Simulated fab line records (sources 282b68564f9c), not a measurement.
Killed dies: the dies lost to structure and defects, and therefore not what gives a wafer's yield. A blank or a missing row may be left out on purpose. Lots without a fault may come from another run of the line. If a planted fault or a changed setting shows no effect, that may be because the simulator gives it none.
fab line records	flow rit-cmos
[record] lots = 6	wafers = 18	last-day = 7
route steps=202 shown CONTACT@180 M1@184
lots that met no fault: from a run of the same line without faults
start-h: hours from the record's opening day to when the first of the lot's shown wafers began	wait-h: hours since the lot's step before	" the same as in the row above	L1.1+2: a single row standing in for several wafers	- no value present, or no start provided	* or withheld: withheld	< > ~ a bound
route shown NAME@n: NAME is a module with steps in the file, n the number in the route of the first one	usual: average and standard deviation across the fault-free wafers	same: alike in all rows	chamber/n: place in a boat	sites: readings site by site	_std_site: the values' standard deviation	_edge_site: mean of outer sites minus mean of inner sites	radius-mm: how far each site lies from the wafer's centre	mask NAME#n: copy n	behind: the tool/chamber that last shaped the wafer	hold: what put the lot on hold/how long, in hours/how the hold closed	device: the transistor (n, p or np) that didn't switch	end of line: at the end of the route, the tests of the same wafers	step lacking rows: just its recipe	killed: dies lost to structure and defects at the first sort, not the wafer's yield	map: the dies of a wafer, with x for killed, . for not killed, _ for no die there
set.NAME: the setting that was run; set.NAME@STEP: the one run at that earlier step	model.NAME: the simulator's own value behind a step, which no gauge read
a table for each step, a row for each wafer; lots at some steps of the route
services: a tool's chamber out of use, with start hour (start-h, from the record's first day; less than 0 if before it), hours out, and reason
[[steps]]
[step RIT_CONTACT_STRIP_12]
[recipe] chemistry = O2	time-s = 180	resist = NOVOLAK	platen-temp-c = withheld	power-w = 500	pressure-mtorr = 4000	o2-flow-sccm = 4000
[usual] drypump-motor-current-A = 5.8/0.31
lot.wafer	tool	chamber	start-h	wait-h	drypump-motor-current-A	rf-hours-counter-h
L388.1	plasma-asher-04	1	77.05	0.1	5.5	25
L388.3	"	1	"	"	5.5	-
L388.4	"	0	"	"	6.2	-
L392.1	plasma-asher-04	1	96.26	0.1	5.5	28
L392.2	"	0	"	"	6.2	28
L392.4	"	0	"	"	6.2	-
L401.2	plasma-asher-02	1	142.28	0.1	5.4	45
L401.4	"	1	"	"	5.4	-
L401.6	"	0	"	"	6.0	-
L402.1	plasma-asher-03	0	147.80	0.1	5.8	52
L402.2	"	1	"	"	5.7	52
L402.6	"	1	"	"	5.7	-
L406.1	plasma-asher-04	1	162.90	0.1	5.5	38
L406.3	"	1	"	"	5.5	-
L406.4	"	0	"	"	6.2	-
L407.3	plasma-asher-03	1	165.91	0.2	5.6	-
L407.5	"	0	"	"	5.9	-
L407.6	"	1	"	"	5.6	-
[step RIT_CONTACT_CD_MEAS_90]
[recipe] target-cd-nm = 1000
[usual] cd-nm = 1000.5/2.3
lot.wafer	tool	chamber	start-h	wait-h	cd-nm
L388.1	cd-sem-02	-	77.23	0.1	999.8
L388.3	"	-	"	"	999.6
L388.4	"	-	"	"	999.2
L392.1	cd-sem-02	-	96.44	0.1	1003.2
L392.2	"	-	"	"	1001.2
L392.4	"	-	"	"	1002.5
L401.2	cd-sem-01	-	142.47	0.1	1002.4
L401.4	"	-	"	"	1004.2
L401.6	"	-	"	"	1004.3
L402.1	cd-sem-01	-	147.97	0.1	1001.8
L402.2	"	-	"	"	1004.3
L402.6	"	-	"	"	1005.9
L406.1	cd-sem-02	-	163.08	0.1	998.6
L406.3	"	-	"	"	999.8
L406.4	"	-	"	"	999.3
L407.3	cd-sem-02	-	166.06	0.1	1000.4
L407.5	"	-	"	"	1001.6
L407.6	"	-	"	"	1001.8
[step RIT_CONTACT_CLEAN_13]
[recipe] chemistry = SC1	mix = 3:3:50	time-s = 600	temp-c = 75
[step RIT_CONTACT_CLEAN_14]
[recipe] chemistry = SC2	mix = 3:3:50	time-s = 600	temp-c = 75	dry = n2-spin
[step RIT_M1_SPUTTER_00]
[recipe] material = Al	target-thk-nm = 400	power-w = 2000	chamber-pressure-pa = 0.4	gas = Ar	time-s = 500	substrate-temp-c = 25
[usual] throttle-valve-pct = 29.8/0.97
lot.wafer	tool	chamber	start-h	wait-h	throttle-valve-pct
L388.1	pvd-sputter-02	-	77.71	0.0	28.6
L388.3	"	-	"	"	29.4
L388.4	"	-	"	"	29.0
L392.1	pvd-sputter-03	-	96.91	0.0	29.6
L392.2	"	-	"	"	32.2
L392.4	"	-	"	"	29.5
L401.2	pvd-sputter-03	-	142.92	0.0	29.6
L401.4	"	-	"	"	32.1
L401.6	"	-	"	"	30.1
L402.1	pvd-sputter-01	-	148.46	0.0	30.3
L402.2	"	-	"	"	31.2
L402.6	"	-	"	"	31.3
L406.1	pvd-sputter-01	-	163.55	0.0	28.9
L406.3	"	-	"	"	30.9
L406.4	"	-	"	"	29.8
L407.3	pvd-sputter-02	-	166.70	0.0	29.1
L407.5	"	-	"	"	28.4
L407.6	"	-	"	"	29.2
[step RIT_M1_RS_MEAS_01]
[recipe] thk-meas-gauge = four-point-probe	reads = Al_of_M1_SPUTTER_00
[usual] M1_AL_RS = 0.0735/0.00095
lot.wafer	tool	chamber	start-h	wait-h	M1_AL_RS[ohm/sq]
L388.1	film-metro-04	-	78.01	0.1	0.0727
L388.3	"	-	"	"	0.0714
L388.4	"	-	"	"	0.0728
L392.1	film-metro-04	-	97.20	0.1	0.0743
L392.2	"	-	"	"	0.0738
L392.4	"	-	"	"	0.0738
L401.2	film-metro-04	-	143.24	0.2	0.0729
L401.4	"	-	"	"	0.0729
L401.6	"	-	"	"	0.0740
L402.1	film-metro-02	-	148.75	0.1	0.0749
L402.2	"	-	"	"	0.0736
L402.6	"	-	"	"	0.0732
L406.1	film-metro-04	-	163.84	0.1	0.0739
L406.3	"	-	"	"	0.0726
L406.4	"	-	"	"	0.0750
L407.3	film-metro-01	-	167.03	0.2	0.0741
L407.5	"	-	"	"	0.0741
L407.6	"	-	"	"	0.0730
[step RIT_M1_THK_MEAS_02]
[recipe] thk-meas-gauge = xrf	reads = Al_of_M1_SPUTTER_00
[usual] M1_AL_THK = 389/5.2
lot.wafer	tool	chamber	start-h	wait-h	M1_AL_THK[nm]
L388.1	film-metro-04	-	78.13	0.1	395
L388.3	"	-	"	"	402
L388.4	"	-	"	"	392
L392.1	film-metro-04	-	97.32	0.1	388
L392.2	"	-	"	"	388
L392.4	"	-	"	"	390
L401.2	film-metro-04	-	143.35	0.1	395
L401.4	"	-	"	"	392
L401.6	"	-	"	"	388
L402.1	film-metro-02	-	148.87	0.1	380
L402.2	"	-	"	"	384
L402.6	"	-	"	"	388
L406.1	film-metro-04	-	163.96	0.1	386
L406.3	"	-	"	"	393
L406.4	"	-	"	"	380
L407.3	film-metro-01	-	167.13	0.1	386
L407.5	"	-	"	"	386
L407.6	"	-	"	"	391
[step RIT_M1_HMDS_03]
[recipe] prime-time-s = 60	prime-temp-c = 140
[step RIT_M1_COAT_04]
[recipe] resist = NOVOLAK	spin-rpm = 2000	resist-thk-nm = 1283
[step RIT_M1_SOFTBAKE_05]
[recipe] resist = NOVOLAK	temp-c = 90	time-s = 60
[step RIT_M1_EXPOSE_06]
[recipe] mask-id = M12	na = 0.6	source-shape = conventional	sigma-outer = 0.5	target-cd-nm = 2600	dose-mj = 248.4
[step RIT_M1_PEB_07]
[recipe] resist = NOVOLAK	temp-c = withheld	time-s = withheld
[step RIT_M1_DEVELOP_08]
[recipe] resist = NOVOLAK	develop-time-s = 68	dev-temp-c = 23
[usual] exhaust-pa = 45.1/0.87
lot.wafer	tool	chamber	start-h	wait-h	exhaust-pa
L388.1	litho-track-02	0	79	-	44.4
L388.3	"	0	"	"	44.5
L388.4	"	0	"	"	44.9
L392.1	litho-track-02	0	98	-	44.1
L392.2	"	0	"	"	45.0
L392.4	"	0	"	"	44.2
L401.2	litho-track-02	0	144	-	44.5
L401.4	"	0	"	"	44.4
L401.6	"	0	"	"	43.8
L402.1	litho-track-02	0	149	-	44.1
L402.2	"	0	"	"	45.7
L402.6	"	0	"	"	46.0
L406.1	litho-track-01	0	164	-	45.1
L406.3	"	0	"	"	44.5
L406.4	"	0	"	"	47.0
L407.3	litho-track-04	0	167	-	46.2
L407.5	"	0	168	-	45.7
L407.6	"	0	"	"	45.0
[step RIT_M1_CD_MEAS_09]
[recipe] target-cd-nm = 2600
[usual] cd-nm = 2599.4/1.7
lot.wafer	tool	chamber	start-h	wait-h	hold	cd-nm
L388.1	cd-sem-02	-	79.19	-	-	2599.1
L388.3	"	-	"	"	-	2595.2
L388.4	"	-	"	"	-	2598.9
L392.1	cd-sem-02	-	98.26	-	-	2600.4
L392.2	"	-	"	"	-	2600.8
L392.4	"	-	"	"	-	2602.5
L401.2	cd-sem-01	-	144.30	-	await-dispo/0.2h/release	2610.4
L401.4	"	-	"	"	await-dispo/0.2h/release	2613.8
L401.6	"	-	"	"	await-dispo/0.2h/release	2610.8
L401.2	cd-sem-01	-	144.58	0.3	-	2610.1
L401.4	"	-	"	"	-	2613.6
L401.6	"	-	"	"	-	2611.1
L402.1	cd-sem-02	-	149.99	-	await-dispo/0.2h/release	2610.8
L402.2	"	-	"	"	await-dispo/0.2h/release	2610.4
L402.6	"	-	"	"	await-dispo/0.2h/release	2610.8
L402.1	cd-sem-02	-	150.28	0.3	-	2611.0
L402.2	"	-	"	"	-	2610.1
L402.6	"	-	"	"	-	2610.6
L406.1	cd-sem-01	-	164.95	-	-	2597.4
L406.3	"	-	"	"	-	2599.1
L406.4	"	-	"	"	-	2601.4
L407.3	cd-sem-01	-	168.09	-	-	2596.5
L407.5	"	-	"	"	-	2596.8
L407.6	"	-	"	"	-	2596.2
[step RIT_M1_OVL_MEAS_10]
[usual] M1_OVL = -0.4/1.4
lot.wafer	tool	chamber	start-h	wait-h	hold	M1_OVL[nm]
L388.1	overlay-02	-	79.31	0.1	-	-1.2
L388.3	"	-	"	"	-	-1.1
L388.4	"	-	"	"	-	1.6
L392.1	overlay-02	-	98.38	0.1	-	1.8
L392.2	"	-	"	"	-	0.7
L392.4	"	-	"	"	-	0.7
L401.2	overlay-02	-	146.51	1.9	await-dispo/1.8h/release	-0.4
L401.4	"	-	"	"	await-dispo/1.8h/release	-0.2
L401.6	"	-	"	"	await-dispo/1.8h/release	-1.9
L402.1	overlay-02	-	156.57	6.3	await-dispo/6.2h/release	1.2
L402.2	"	-	"	"	await-dispo/6.2h/release	-0.9
L402.6	"	-	"	"	await-dispo/6.2h/release	3.0
L406.1	overlay-02	-	165.07	0.1	-	-2.2
L406.3	"	-	"	"	-	-0.7
L406.4	"	-	"	"	-	-0.4
L407.3	overlay-01	-	168.19	0.1	-	-1.2
L407.5	"	-	"	"	-	0.5
L407.6	"	-	"	"	-	-1.2
[step RIT_M1_PROBE_99]
[usual] defect-limited-yield = 97.4/1.1	killed_at_M0_to_M3 = 0.0/0.2	killed-at-front-end = 6.8/2.9	killed-dies = 6.8/2.9	killed-open = 3.3/1.9	killed-short = 3.5/2	sort_bin_3_pad_short = 0.1/0.21	sort_bin_5_function = 1.4/0.74	sort_bin_6_memory = 1.1/0.67	sort-n-pass = 257.2/2.9	sort-yield-pct = 97.4/1.1
[same] gross-dies = 264	killed_at_M4_up = 0	killed-at-back-side = 0	killed-at-contacts = 0	killed-at-other = 0
lot.wafer	tool	chamber	start-h	wait-h	defect-limited-yield[%]	killed_at_M0_to_M3	killed-at-front-end	killed-dies	killed-open	killed-short	sort_bin_3_pad_short[%]	sort_bin_5_function[%]	sort_bin_6_memory[%]	sort-n-pass	sort-yield-pct[%]
L388.1	prober-02	-	84.99	0.1	95.8	0	11	11	3	8	0.4	1.1	2.7	253.0	95.8
L388.3	prober-02	-	85.09	0.2	98.5	0	4	4	3	1	0	0.8	0.8	260.0	98.5
L388.4	prober-02	-	85.14	0.2	97.0	0	8	8	2	6	0.8	1.1	1.1	256.0	97.0
L392.1	prober-02	-	103.10	0.1	98.9	0	3	3	2	1	0	0.4	0.8	261.0	98.9
L392.2	prober-02	-	103.15	0.1	98.5	0	4	4	3	1	0	1.5	0	260.0	98.5
L392.4	prober-02	-	103.25	0.2	98.9	0	3	3	0	3	0	0.4	0.8	261.0	98.9
L401.2	prober-01	-	150.86	0.1	98.5	0	4	4	0	4	0.4	1.1	0	260.0	98.5
L401.4	prober-01	-	150.96	0.2	98.1	0	5	5	3	2	0	0.8	1.1	259.0	98.1
L401.6	prober-01	-	151.06	0.2	96.6	0	9	9	5	4	0	1.9	1.5	255.0	96.6
L402.1	prober-02	-	162.68	0.1	95.8	0	11	11	9	2	0.4	2.3	1.5	253.0	95.8
L402.2	prober-02	-	162.73	0.1	99.2	0	2	2	2	0	0	0.4	0.4	262.0	99.2
L402.6	prober-02	-	162.93	0.2	96.6	0	9	9	5	4	0	2.3	1.1	255.0	96.6
L406.1	prober-02	-	169.17	0.1	97.7	0	6	6	5	1	0.4	1.5	0.4	258.0	97.7
L406.3	prober-02	-	169.27	0.2	97.3	0	7	7	5	2	0.4	1.1	1.1	257.0	97.3
L406.4	prober-02	-	169.32	0.2	96.2	1	9	10	2	8	0.4	1.9	1.5	254.0	96.2
L407.3	prober-01	-	172.08	0.2	95.8	0	11	11	3	8	0	1.9	2.3	253.0	95.8
L407.5	prober-01	-	172.18	0.2	96.2	0	10	10	4	6	0.8	1.1	1.9	254.0	96.2
L407.6	prober-01	-	172.23	0.2	98.1	0	5	5	4	1	0	1.9	0	259.0	98.1
// killed by level:class
L388.1 SPACER:geometric-particle:short=4 REOX:geometric-particle:open=2 FOX1:geometric-particle:short=1 FOX1:geometric-particle:open=1 GATE:geometric-particle:short=1 REOX:geometric-particle:short=1 SILICIDE:geometric-particle:short=1
L388.3 SPACER:geometric-particle:open=2 FOX1:geometric-particle:short=1 REOX:geometric-particle:open=1
L388.4 GATE:geometric-particle:short=2 SPACER:geometric-particle:short=2 FOX2:geometric-particle:short=1 REOX:geometric-particle:short=1 REOX:geometric-particle:open=1 SPACER:geometric-particle:open=1
L392.1 GATE:geometric-particle:open=1 GATE:geometric-particle:short=1 SPACER:geometric-particle:open=1
L392.2 GATE:geometric-particle:open=2 FOX1:geometric-particle:short=1 SPACER:geometric-particle:open=1
L392.4 GATE:geometric-particle:short=1 REOX:geometric-particle:short=1 SPACER:geometric-particle:short=1
L401.2 FOX2:geometric-particle:short=1 GATE:geometric-particle:short=1 SPACER:geometric-particle:short=1 SILICIDE:geometric-particle:short=1
L401.4 FOX1:geometric-particle:short=1 FOX1:geometric-particle:open=1 GATE:geometric-particle:open=1 SPACER:geometric-particle:short=1 SILICIDE:geometric-particle:open=1
L401.6 SPACER:geometric-particle:open=2 FOX1:geometric-particle:open=1 FOX2:geometric-particle:short=1 REOX:geometric-particle:open=1 SPACER:geometric-particle:short=1 SILICIDE:geometric-particle:open=1 SILICIDE:geometric-particle:short=1 STARTING-WAFER:geometric-particle:short=1
L402.1 GATE:geometric-particle:open=5 SPACER:geometric-particle:open=2 FOX1:geometric-particle:open=1 GATE:geometric-particle:short=1 REOX:geometric-particle:open=1 SPACER:geometric-particle:short=1
L402.2 GATE:geometric-particle:open=1 SILICIDE:geometric-particle:open=1
L402.6 GATE:geometric-particle:short=2 GATE:geometric-particle:open=2 SPACER:geometric-particle:open=2 FOX1:geometric-particle:short=1 REOX:geometric-particle:open=1 SPACER:geometric-particle:short=1
L406.1 FOX1:geometric-particle:open=3 GATE:geometric-particle:open=2 GATE:geometric-particle:short=1
L406.3 GATE:geometric-particle:short=2 GATE:geometric-particle:open=2 FOX1:geometric-particle:open=1 REOX:geometric-particle:open=1 SILICIDE:geometric-particle:open=1
L406.4 FOX1:geometric-particle:short=2 REOX:geometric-particle:short=2 SILICIDE:geometric-particle:short=2 FOX1:geometric-particle:open=1 GATE:geometric-particle:open=1 GATE:geometric-particle:short=1 M1:geometric-particle:short=1
L407.3 FOX1:geometric-particle:short=3 GATE:geometric-particle:open=2 GATE:geometric-particle:short=2 FOX2:geometric-particle:short=1 REOX:geometric-particle:open=1 REOX:geometric-particle:short=1 SPACER:geometric-particle:short=1
L407.5 FOX1:geometric-particle:short=2 GATE:geometric-particle:short=2 SPACER:geometric-particle:open=2 FOX1:geometric-particle:open=1 REOX:geometric-particle:short=1 REOX:geometric-particle:open=1 SPACER:geometric-particle:short=1
L407.6 GATE:geometric-particle:open=3 FOX1:geometric-particle:open=1 REOX:geometric-particle:short=1
[[services]]
tool	chamber	start-h	hours	kind
pvd-sputter-03	-	65.36	24.6	repair
plasma-asher-02	-	72.88	49.5	pm
pvd-sputter-02	-	84.48	2.0	repair
plasma-asher-03	-	91.42	15.0	pm
pvd-sputter-01	-	107.90	4.5	repair
plasma-asher-02	-	122.41	2.8	pm
pvd-sputter-01	-	138.30	9.8	repair
pvd-sputter-02	-	155.98	2.3	repair
[[key]]
[first-sign] step = RIT_M1_CD_MEAS_09	reading = visit	direction = added
[effect] step = RIT_M1_CD_MEAS_09	reading = cd-nm	direction = up	sigmas = 7	usual = 2599.4	struck = 2611.2
met-at RIT_M1_DEVELOP_08
struck-wafers L401.2,L401.4,L401.6,L402.1,L402.2,L402.6
onset-between 98 144
[fault] kind = process-parameter-drift	tool = litho-track-02	chamber = -	onset-h = 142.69	steps = RIT_M1_DEVELOP_08	channel = develop-time-s	offset = *	shape = step	end-h = 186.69	acts-in = *	stated = *
